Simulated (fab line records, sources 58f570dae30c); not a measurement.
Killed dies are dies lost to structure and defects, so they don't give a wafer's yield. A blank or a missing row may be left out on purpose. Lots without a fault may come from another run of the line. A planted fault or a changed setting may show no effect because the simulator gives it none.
fab line records | flow berkeley_cmos170 | part 1 of 2: steps 1 to 35 of 44
record lots=6 wafers=18 last_day=14
route steps=331 shown SDANNEAL@205 PSD@206 NSD@207 PLDD@208 NLDD@209 SILICIDE@210 CONTACT@216 M1@238 M3@331
lots that met no fault: from a run of the same line without faults
start_h: hours from the record's first day to the start of the lot's first wafer shown | wait_h: hours since the lot's step before | " the same as in the row above | L1.1+2: a row that stands for several wafers | - no value, or no start given | * or withheld: withheld | < > ~ a bound
route shown NAME@n: a module of which the file shows steps, and the number in the route of the first | usual: mean/standard deviation of fault-free wafers | same: alike in all rows | chamber/n: place in a boat | sites: the reading at each site | _std_site: their standard deviation | _edge_site: outer sites' mean less inner sites' | radius_mm: how far each site lies from the wafer's centre | mask NAME#n: copy n | behind: the tool/chamber that last shaped the wafer | hold: why the lot was held/for how many hours/how that ended | device: the transistor (n, p or np) that didn't switch | end of line: the same wafers' tests at the end of the route | a step without rows: its recipe alone | killed: dies lost to structure and defects at the first sort, not the wafer's yield | map: a wafer's dies, x killed, . not, _ none there
set.NAME: the setting as run; set.NAME@STEP: as run at that earlier step | model.NAME: the simulator's own value behind a step, which no gauge read
lots at some steps of the route; a table a step, a row a wafer
services: from which hour (start_h, from the record's first day; less than 0 if before it) a tool's chamber was out of use, for how many hours, and why
## steps
# step UCB170_SDANNEAL_RTA_01
# recipe temp_c=1050 time_s=5 ambient=N2
# usual lamp_power_pct=37/4.2 wafer_temp_C_max=1053.6/0.73
# columns lot.wafer tool chamber start_h wait_h lamp_power_pct wafer_temp_C_max
L858.2 rtp_anneal-01 0 185.21 0.1 41 1053.1
L858.3 " 0 " " 41 1052.9
L858.4 " 0 " " 41 1052.3
L863.1 rtp_anneal-01 0 212.33 0.1 41 1053.6
L863.2 " 0 " " 41 1053.2
L863.5 " 0 " " 41 1052.6
L866.1 rtp_anneal-02 0 225.60 0.1 33 1053.7
L866.4 " 0 " " 33 1053.8
L866.6 " 0 " " 33 1053.9
L876.1 rtp_anneal-01 0 277.15 0.1 41 1052.9
L876.3 " 0 " " 41 1053.4
L876.4 " 0 " " 41 1053.1
L877.2 rtp_anneal-02 0 296.34 0.1 33 1054.7
L877.4 " 0 " " 33 1053.6
L877.6 " 0 " " 33 1053.2
L878.2 rtp_anneal-01 0 296.34 0.1 41 1053.5
L878.5 " 0 " " 41 1053.9
L878.6 " 0 " " 41 1054.7
# step UCB170_SDANNEAL_RS_MEAS_02
# recipe thk_meas_gauge=four-point-probe
# usual PSD_RS=75.56/0.24
# columns lot.wafer tool chamber start_h wait_h PSD_RS[ohm/sq]
L858.2 film_metro-03 - 185.28 0.1 75.64
L858.3 " - " " 75.88
L858.4 " - " " 76.12
L863.1 film_metro-03 - 212.39 0.0 75.47
L863.2 " - " " 75.26
L863.5 " - " " 75.71
L866.1 film_metro-02 - 225.65 0.0 75.68
L866.4 " - " " 75.88
L866.6 " - " " 75.61
L876.1 film_metro-04 - 277.21 0.0 75.90
L876.3 " - " " 75.71
L876.4 " - " " 75.58
L877.2 film_metro-03 - 296.41 0.1 75.74
L877.4 " - " " 75.35
L877.6 " - " " 75.48
L878.2 film_metro-02 - 296.41 0.1 75.41
L878.5 " - " " 75.60
L878.6 " - " " 75.62
# step UCB170_SDANNEAL_RS_MEAS_03
# recipe thk_meas_gauge=four-point-probe
# usual NSD_RS=37.26/0.097
# columns lot.wafer tool chamber start_h wait_h NSD_RS[ohm/sq]
L858.2 film_metro-03 - 185.40 0.1 37.33
L858.3 " - " " 37.36
L858.4 " - " " 37.43
L863.1 film_metro-03 - 212.51 0.1 37.14
L863.2 " - " " 37.23
L863.5 " - " " 37.18
L866.1 film_metro-02 - 225.77 0.1 37.22
L866.4 " - " " 37.27
L866.6 " - " " 37.18
L876.1 film_metro-04 - 277.33 0.1 37.30
L876.3 " - " " 37.28
L876.4 " - " " 37.33
L877.2 film_metro-03 - 296.53 0.1 37.12
L877.4 " - " " 37.19
L877.6 " - " " 37.26
L878.2 film_metro-02 - 296.53 0.1 37.33
L878.5 " - " " 37.24
L878.6 " - " " 37.37
# step UCB170_SDANNEAL_RS_MEAS_04
# recipe thk_meas_gauge=four-point-probe
# usual PLDD_RS=1031.6/2.7
# columns lot.wafer tool chamber start_h wait_h PLDD_RS[ohm/sq]
L858.2 film_metro-03 - 185.52 0.1 1031.0
L858.3 " - " " 1035.5
L858.4 " - " " 1034.8
L863.1 film_metro-03 - 212.63 0.1 1032.3
L863.2 " - " " 1028.3
L863.5 " - " " 1028.0
L866.1 film_metro-02 - 225.89 0.1 1029.6
L866.4 " - " " 1029.3
L866.6 " - " " 1029.4
L876.1 film_metro-04 - 277.45 0.1 1032.0
L876.3 " - " " 1031.3
L876.4 " - " " 1032.6
L877.2 film_metro-03 - 296.65 0.1 1033.6
L877.4 " - " " 1034.5
L877.6 " - " " 1030.7
L878.2 film_metro-02 - 296.65 0.1 1028.6
L878.5 " - " " 1029.9
L878.6 " - " " 1026.8
# step UCB170_SDANNEAL_RS_MEAS_05
# recipe thk_meas_gauge=four-point-probe
# usual NLDD_RS=616.1/1.6
# columns lot.wafer tool chamber start_h wait_h NLDD_RS[ohm/sq]
L858.2 film_metro-03 - 185.64 0.1 615.4
L858.3 " - " " 615.1
L858.4 " - " " 615.4
L863.1 film_metro-03 - 212.75 0.1 613.1
L863.2 " - " " 613.7
L863.5 " - " " 612.8
L866.1 film_metro-02 - 226.01 0.1 616.5
L866.4 " - " " 617.7
L866.6 " - " " 618.6
L876.1 film_metro-04 - 277.57 0.1 616.0
L876.3 " - " " 618.4
L876.4 " - " " 616.3
L877.2 film_metro-03 - 296.77 0.1 616.0
L877.4 " - " " 617.1
L877.6 " - " " 617.6
L878.2 film_metro-02 - 296.77 0.1 616.7
L878.5 " - " " 612.9
L878.6 " - " " 614.6
# step UCB170_SILICIDE_PRE_CLEAN_00
# recipe gas=Ar preclean_etch_time_s=60
# step UCB170_SILICIDE_SPUTTER_01
# recipe material=Ti target_thk_nm=30 time_s=25 power_w=1500 chamber_pressure_pa=0.5
# usual throttle_valve_pct=29.5/1.2
# columns lot.wafer tool chamber start_h wait_h throttle_valve_pct
L858.2 pvd_sputter-03 - 185.80 0.0 29.0
L858.3 " - " " 28.7
L858.4 " - " " 29.5
L863.1 pvd_sputter-03 - 212.93 0.0 30.6
L863.2 " - " " 28.9
L863.5 " - " " 29.0
L866.1 pvd_sputter-01 - 226.20 0.0 30.4
L866.4 " - " " 29.5
L866.6 " - " " 30.3
L876.1 pvd_sputter-01 - 277.75 0.0 29.5
L876.3 " - " " 29.4
L876.4 " - " " 30.2
L877.2 pvd_sputter-04 - 296.94 0.0 31.4
L877.4 " - " " 30.4
L877.6 " - " " 30.5
L878.2 pvd_sputter-01 - 296.94 0.0 30.4
L878.5 " - " " 30.1
L878.6 " - " " 29.4
# step UCB170_SILICIDE_RS_MEAS_02
# recipe thk_meas_gauge=four-point-probe reads=Ti_of_SILICIDE_SPUTTER_01
# usual SILICIDE_TI_RS=26.1/0.4
# columns lot.wafer tool chamber start_h wait_h SILICIDE_TI_RS[ohm/sq]
L858.2 film_metro-02 - 185.86 0.0 26.6
L858.3 " - " " 26.6
L858.4 " - " " 26.0
L863.1 film_metro-02 - 212.96 0.0 26.3
L863.2 " - " " 26.9
L863.5 " - " " 26.6
L866.1 film_metro-02 - 226.23 0.0 26.1
L866.4 " - " " 26.1
L866.6 " - " " 26.2
L876.1 film_metro-02 - 277.78 0.0 26.0
L876.3 " - " " 26.0
L876.4 " - " " 26.1
L877.2 film_metro-01 - 296.99 0.0 25.6
L877.4 " - " " 26.1
L877.6 " - " " 26.1
L878.2 film_metro-01 - 297.17 0.2 26.1
L878.5 " - " " 26.3
L878.6 " - " " 26.1
# step UCB170_SILICIDE_THK_MEAS_03
# recipe thk_meas_gauge=xrf reads=Ti_of_SILICIDE_SPUTTER_01
# usual SILICIDE_TI_THK=30.0/0.44
# columns lot.wafer tool chamber start_h wait_h SILICIDE_TI_THK[nm]
L858.2 film_metro-02 - 185.97 0.1 29.5
L858.3 " - " " 29.4
L858.4 " - " " 29.9
L863.1 film_metro-02 - 213.08 0.1 29.6
L863.2 " - " " 29.3
L863.5 " - " " 29.4
L866.1 film_metro-02 - 226.35 0.1 30.0
L866.4 " - " " 30.0
L866.6 " - " " 30.0
L876.1 film_metro-02 - 277.90 0.1 29.8
L876.3 " - " " 30.0
L876.4 " - " " 30.0
L877.2 film_metro-01 - 297.10 0.1 30.9
L877.4 " - " " 30.1
L877.6 " - " " 30.3
L878.2 film_metro-01 - 297.28 0.1 30.5
L878.5 " - " " 30.4
L878.6 " - " " 30.5
# step UCB170_SILICIDE_RTA_04
# recipe temp_c=650 time_s=15 ambient=N2
# usual lamp_power_pct=10.0/1.1 wafer_temp_C_max=652.3/0.45
# columns lot.wafer tool chamber start_h wait_h lamp_power_pct wafer_temp_C_max
L858.2 rtp_anneal-02 0 186.03 0.1 9.0 652.3
L858.3 " 0 " " 9.1 653.2
L858.4 " 0 " " 9.0 652.6
L863.1 rtp_anneal-01 0 213.14 0.1 11.4 652.1
L863.2 " 0 " " 11.4 652.3
L863.5 " 0 " " 11.4 652.8
L866.1 rtp_anneal-01 0 226.41 0.1 11.4 652.2
L866.4 " 0 " " 11.4 652.5
L866.6 " 0 " " 11.4 651.8
L876.1 rtp_anneal-01 0 277.96 0.1 11.4 651.9
L876.3 " 0 " " 11.4 651.8
L876.4 " 0 " " 11.4 652.5
L877.2 rtp_anneal-02 0 297.16 0.1 9.0 653.6
L877.4 " 0 " " 9.1 652.1
L877.6 " 0 " " 9.1 652.1
L878.2 rtp_anneal-01 0 297.34 0.1 11.4 652.1
L878.5 " 0 " " 11.4 651.6
L878.6 " 0 " " 11.4 652.2
# step UCB170_SILICIDE_WET_ETCH_05
# recipe chemistry=SPM time_s=45 temp_c=120 target=Ti
# step UCB170_CONTACT_CLEAN_00
# recipe chemistry=SPM temp_c=120 time_s=600
# step UCB170_CONTACT_CVD_01
# recipe material=PSG target_thk_nm=700 temp_c=450 precursor=SiH4/O2/PH3 time_s=2820 pressure_mtorr=300 sih4_flow_sccm=60 o2_flow_sccm=90 ph3_flow_sccm=25
# usual sih4_flow_sccm=60.03/0.18 spike_tc_centre_C=451.5/1.3 spike_tc_source_C=468.5/1.9 zone_power_source_pct=6.90/0.28
# columns lot.wafer tool chamber start_h wait_h sih4_flow_sccm spike_tc_centre_C spike_tc_source_C zone_power_source_pct model.PSG_of_CONTACT_CVD_01.thk_nm
L858.2 lpcvd-02 0 187.71 1.4 60.14 451.0 467.8 6.84 697.4
L858.3 " 0 " " 59.84 449.7 469.0 6.63 696.4
L858.4 " 0 " " 59.79 450.8 467.3 6.89 695.8
L863.1 lpcvd-01 1 214.48 1.0 72.06 451.2 466.3 7.26 744
L863.2 " 1 " " 71.82 451.6 465.0 7.24 745.2
L863.5 " 1 " " 72.07 452.0 467.6 7.11 741.5
L866.1 lpcvd-01 1 226.70 0.0 71.98 451.5 465.0 7.24 745.5
L866.4 " 1 " " 72.17 450.8 466.0 7.23 747.8
L866.6 " 1 " " 72.21 451.0 463.4 7.25 747.4
L876.1 lpcvd-02 0 279.48 1.1 60.09 449.7 469.6 6.82 703.7
L876.3 " 0 " " 60.05 448.9 469.4 6.87 702.1
L876.4 " 0 " " 60.05 451.5 468.2 6.75 698.5
L877.2 lpcvd-01 0 297.42 0.0 59.61 450.7 470.4 6.98 696.2
L877.4 " 0 " " 59.74 452.8 470.6 6.97 696.7
L877.6 " 0 " " 59.83 455.5 470.1 6.99 690.6
L878.2 lpcvd-02 0 298.69 1.1 60.09 452.7 467.8 6.81 704.4
L878.5 " 0 " " 59.89 452.7 468.4 6.73 704.9
L878.6 " 0 " " 59.94 451.9 467.7 6.88 708.1
# step UCB170_CONTACT_THK_MEAS_02
# recipe reads=PSG_of_CONTACT_CVD_01
# usual CONTACT_PSG_THK=701/5.8
# columns lot.wafer tool chamber start_h wait_h CONTACT_PSG_THK[nm]
L858.2 film_metro-02 - 190.40 0.0 698
L858.3 " - " " 696
L858.4 " - " " 695
L863.1 film_metro-03 - 216.26 0.0 743
L863.2 " - " " 745
L863.5 " - " " 741
L866.1 film_metro-01 - 228.48 0.0 745
L866.4 " - " " 747
L866.6 " - " " 748
L876.1 film_metro-01 - 281.26 0.0 704
L876.3 " - " " 702
L876.4 " - " " 698
L877.2 film_metro-02 - 300.10 0.0 696
L877.4 " - " " 697
L877.6 " - " " 691
L878.2 film_metro-02 - 300.49 0.0 705
L878.5 " - " " 705
L878.6 " - " " 708
# step UCB170_CONTACT_HMDS_03
# recipe prime_time_s=60 prime_temp_c=100
# step UCB170_CONTACT_COAT_04
# recipe resist=KrF spin_rpm=1500 resist_thk_nm=900
# step UCB170_CONTACT_SOFTBAKE_05
# recipe resist=KrF temp_c=130 time_s=60
# step UCB170_CONTACT_STRIP_06
# recipe chemistry=O2 power_w=400 pressure_mtorr=3500 platen_temp_c=withheld o2_flow_sccm=400 overash_fraction=0.5
# usual drypump_motor_current_A=5.5/0.32 oes_product_au=0.735/0.0041 strip_time_to_endpoint_s=21.97/0.065
# columns lot.wafer tool chamber start_h wait_h drypump_motor_current_A oes_product_au rf_hours_counter_h strip_time_to_endpoint_s
L858.2 plasma_asher-02 0 190.90 0.1 5.9 0.733 48 21.94
L858.3 " 0 " " 5.9 0.741 - 21.91
L858.4 " 1 " " 5.3 0.735 - 21.92
L863.1 plasma_asher-04 1 216.90 0.1 5.7 0.743 43 22.02
L863.2 " 0 " " 5.4 0.730 43 22.09
L863.5 " 0 " " 5.4 0.735 - 22.04
L866.1 plasma_asher-01 1 228.99 0.1 5.9 0.735 11 21.99
L866.4 " 0 " " 5.0 0.734 - 22.01
L866.6 " 0 " " 5.0 0.737 - 22.02
L876.1 plasma_asher-04 0 281.83 0.1 5.4 0.737 50 21.94
L876.3 " 1 " " 5.7 0.735 - 21.98
L876.4 " 0 " " 5.4 0.738 - 21.89
L877.2 plasma_asher-02 0 300.65 0.1 5.9 0.734 60 21.99
L877.4 " 0 " " 5.8 0.729 - 21.92
L877.6 " 1 " " 5.3 0.727 - 21.96
L878.2 plasma_asher-01 1 300.99 0.1 5.8 0.728 19 22.02
L878.5 " 0 " " 5.0 0.732 - 22.07
L878.6 " 1 " " 5.8 0.733 - 22.02
# step UCB170_CONTACT_CLEAN_07
# recipe chemistry=SPM temp_c=120 time_s=600
# step UCB170_CONTACT_RTA_08
# recipe temp_c=900 time_s=10 ambient=N2
# usual lamp_power_pct=23.9/2.7 wafer_temp_C_max=903.1/0.69
# columns lot.wafer tool chamber start_h wait_h lamp_power_pct wafer_temp_C_max
L858.2 rtp_anneal-02 0 191.18 0.0 21.1 903.1
L858.3 " 0 " " 21.1 903.5
L858.4 " 0 " " 21.1 902.5
L863.1 rtp_anneal-01 0 217.18 0.0 26.6 903.2
L863.2 " 0 " " 26.6 904.1
L863.5 " 0 " " 26.6 903.8
L866.1 rtp_anneal-01 0 229.28 0.0 26.6 903.0
L866.4 " 0 " " 26.6 902.6
L866.6 " 0 " " 26.6 901.5
L876.1 rtp_anneal-01 0 282.12 0.0 26.5 903.3
L876.3 " 0 " " 26.5 901.9
L876.4 " 0 " " 26.6 903.4
L877.2 rtp_anneal-01 0 300.94 0.0 26.6 903.3
L877.4 " 0 " " 26.6 903.3
L877.6 " 0 " " 26.6 904.4
L878.2 rtp_anneal-02 0 301.27 0.0 21.1 903.4
L878.5 " 0 " " 21.2 902.9
L878.6 " 0 " " 21.2 903.2
# step UCB170_CONTACT_COAT_09
# recipe resist=BARC temp_c=withheld time_s=withheld spin_rpm=3000 resist_thk_nm=withheld
# step UCB170_CONTACT_COAT_10
# recipe resist=KrF spin_rpm=1500 resist_thk_nm=900
# step UCB170_CONTACT_SOFTBAKE_11
# recipe resist=KrF temp_c=130 time_s=60
# step UCB170_CONTACT_EXPOSE_12
# recipe mask_id=CONT target_cd_nm=700 na=0.5 sigma_outer=0.6 source_shape=conventional dose_mj=35
# step UCB170_CONTACT_PEB_13
# recipe peb_temp_c=130 peb_time_s=withheld resist=KrF
# step UCB170_CONTACT_DEVELOP_14
# recipe developer=TMAH develop_time_s=45 resist=KrF dev_temp_c=21
# step UCB170_CONTACT_CD_MEAS_15
# recipe target_cd_nm=700
# usual cd_nm=700.6/1.3
# columns lot.wafer tool chamber start_h wait_h cd_nm
L858.2 cd_sem-01 - 192.23 - 700.0
L858.3 " - " " 701.0
L858.4 " - " " 700.0
L863.1 cd_sem-02 - 218.22 - 698.9
L863.2 " - " " 699.4
L863.5 " - " " 701.1
L866.1 cd_sem-02 - 230.32 - 700.1
L866.4 " - " " 701.6
L866.6 " - " " 701.9
L876.1 cd_sem-01 - 283.66 - 698.7
L876.3 " - " " 698.8
L876.4 " - " " 698.5
L877.2 cd_sem-01 - 302.18 - 700.6
L877.4 " - " " 701.0
L877.6 " - " " 701.4
L878.2 cd_sem-02 - 302.64 - 702.4
L878.5 " - " " 702.3
L878.6 " - " " 703.2
# step UCB170_CONTACT_OVL_MEAS_16
# usual CONTACT_OVL=4/5.1
# columns lot.wafer tool chamber start_h wait_h CONTACT_OVL[nm]
L858.2 overlay-01 - 192.33 0.1 5
L858.3 " - " " 8
L858.4 " - " " -3
L863.1 overlay-02 - 218.34 0.1 13
L863.2 " - " " 6
L863.5 " - " " 11
L866.1 overlay-01 - 230.44 0.1 -1
L866.4 " - " " 4
L866.6 " - " " -1
L876.1 overlay-02 - 283.78 0.1 -10
L876.3 " - " " -5
L876.4 " - " " 0
L877.2 overlay-01 - 302.29 0.1 0
L877.4 " - " " -3
L877.6 " - " " 1
L878.2 overlay-01 - 302.75 0.1 2
L878.5 " - " " 4
L878.6 " - " " 5
# step UCB170_CONTACT_ETCH_17
# recipe chemistry=N2/H2 target_depth_a=withheld overetch_a=withheld target=BARC time_s=withheld source_w=500 bias_w=100 pressure_mtorr=30 n2_flow_sccm=100 h2_flow_sccm=200
# step UCB170_CONTACT_ETCH_18
# recipe chemistry=CHF3/CF4/Ar target=PSG stop_on=TiSi2 CHF3_flow_sccm=45 cf4_flow_sccm=15 Ar_flow_sccm=150 pressure_mtorr=200 rf_w=700 target_depth_a=8400 over_etch_frac=0.2 time_s=195
# usual drypump_motor_current_A=5.7/0.49 oes_product_au=0.893/0.012 throttle_valve_pct=6.88/0.12
# same over_etch_frac=0.2
# columns lot.wafer tool chamber start_h wait_h drypump_motor_current_A oes_product_au rf_hours_counter_h throttle_valve_pct model.etch.depth_nm model.CONTACT.feature_depth_nm
L858.2 rie_diel-01 0 - - 5.2 0.887 135 6.93 697.4 697.4
L858.3 " 3 " " 6.1 0.868 144 6.83 696.4 696.4
L858.4 " 2 " " 6.3 0.872 39 6.87 695.8 695.8
L863.1 rie_diel-02 3 - - 6.3 0.928 60 6.84 744 744
L863.2 " 2 " " 5.8 0.922 66 7.11 745.2 745.2
L863.5 " 3 " " 6.3 0.935 - 6.85 741.5 741.5
L866.1 rie_diel-04 3 - - 5.3 0.916 41 7.05 745.5 745.5
L866.4 " 1 " " 5.5 0.930 - 6.73 747.8 747.8
L866.6 " 2 " " 6.3 0.916 - 6.85 747.4 747.4
L876.1 rie_diel-01 3 - - 6.1 0.901 2 6.82 703.7 703.7
L876.3 " 2 " " 6.3 0.881 44 6.88 702.1 702.1
L876.4 " 2 " " 6.3 0.873 - 6.86 698.5 698.5
L877.2 rie_diel-01 2 - - 6.3 0.875 44 6.89 696.2 696.2
L877.4 " 3 " " 6.1 0.909 3 6.82 696.7 696.7
L877.6 " 1 " " 4.8 0.883 - 6.90 690.6 690.6
L878.2 rie_diel-04 3 - - 5.3 0.894 44 7.05 704.4 704.4
L878.5 " 1 " " 5.5 0.895 - 6.72 704.9 704.9
L878.6 " 2 " " 6.4 0.895 - 6.85 708.1 708.1
# step UCB170_CONTACT_STRIP_19
# recipe chemistry=O2 power_w=400 pressure_mtorr=3500 platen_temp_c=withheld o2_flow_sccm=400 overash_fraction=0.5
# step UCB170_CONTACT_CD_MEAS_90
# recipe target_cd_nm=700
# usual cd_nm=700.6/1.3
# columns lot.wafer tool chamber start_h wait_h cd_nm
L858.2 cd_sem-01 - 192.65 0.1 700.0
L858.3 " - " " 701.1
L858.4 " - " " 701.3
L863.1 cd_sem-01 - 218.64 0.1 698.0
L863.2 " - " " 700.0
L863.5 " - " " 700.2
L866.1 cd_sem-01 - 230.74 0.1 700.4
L866.4 " - " " 702.3
L866.6 " - " " 702.2
L876.1 cd_sem-02 - 284.08 0.1 699.5
L876.3 " - " " 699.5
L876.4 " - " " 699.6
L877.2 cd_sem-01 - 302.60 0.1 701.2
L877.4 " - " " 702.5
L877.6 " - " " 701.3
L878.2 cd_sem-01 - 303.06 0.1 702.2
L878.5 " - " " 703.6
L878.6 " - " " 702.6
# step UCB170_CONTACT_CLEAN_20
# recipe chemistry=SPM temp_c=120 time_s=600
# step UCB170_M1_SPUTTER_00
# recipe material=Al target_thk_nm=600 time_s=80 power_w=6000 chamber_pressure_pa=0.5
# step UCB170_M1_RS_MEAS_01
# recipe thk_meas_gauge=four-point-probe reads=Al_of_M1_SPUTTER_00
# usual M1_AL_RS=0.0484/0.00049
# columns lot.wafer tool chamber start_h wait_h M1_AL_RS[ohm/sq]
L858.2 film_metro-04 - 193.01 0.1 0.0467
L858.3 " - " " 0.0474
L858.4 " - " " 0.0475
L863.1 film_metro-04 - 219.00 0.0 0.0481
L863.2 " - " " 0.0484
L863.5 " - " " 0.0481
L866.1 film_metro-04 - 231.10 0.0 0.0488
L866.4 " - " " 0.0489
L866.6 " - " " 0.0491
L876.1 film_metro-02 - 284.44 0.0 0.0486
L876.3 " - " " 0.0484
L876.4 " - " " 0.0481
L877.2 film_metro-04 - 302.96 0.1 0.0481
L877.4 " - " " 0.0481
L877.6 " - " " 0.0483
L878.2 film_metro-02 - 303.43 0.1 0.0489
L878.5 " - " " 0.0487
L878.6 " - " " 0.0485
## key
first_sign step=UCB170_CONTACT_CVD_01 reading=sih4_flow_sccm direction=up sigmas=69 usual=60.03 struck=72.05
effect step=UCB170_CONTACT_THK_MEAS_02 reading=CONTACT_PSG_THK direction=up sigmas=7.6 usual=701 struck=745
effect step=UCB170_CONTACT_ETCH_18 reading=oes_product_au direction=up sigmas=2.5 usual=0.893 struck=0.925
model_effect step=UCB170_CONTACT_CVD_01 value=PSG_of_CONTACT_CVD_01.thk_nm without=697.2 struck=745.2
model_effect step=UCB170_CONTACT_ETCH_18 value=etch.depth_nm without=697.2 struck=745.2
model_effect step=UCB170_M1_METAL_ETCH_12 value=PSG_of_CONTACT_CVD_01.thk_nm without=659.9 struck=707.9
model_effect step=UCB170_M3_PROBE_99 value=etest.field_p_metal.vt_v without=-60.48 struck=-63.29
met_at UCB170_CONTACT_CVD_01
struck_wafers L863.1,L863.2,L863.5,L866.1,L866.4,L866.6
tester_left_out L863,L866
fault kind=process_parameter_drift tool=lpcvd-01 chamber=1 onset_h=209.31 steps=UCB170_CONTACT_CVD_01 channel=sih4_flow_sccm offset=12 shape=step end_h=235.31 acts_in=these_recipes_only stated=60
# tester_left_out: of these lots the tester's yield and bins aren't shown, on N5 and GAA mostly nor the transistor test; their killed dies are dies lost to structure and defects alone, not to doping, threshold or leakage, so they don't give the yield
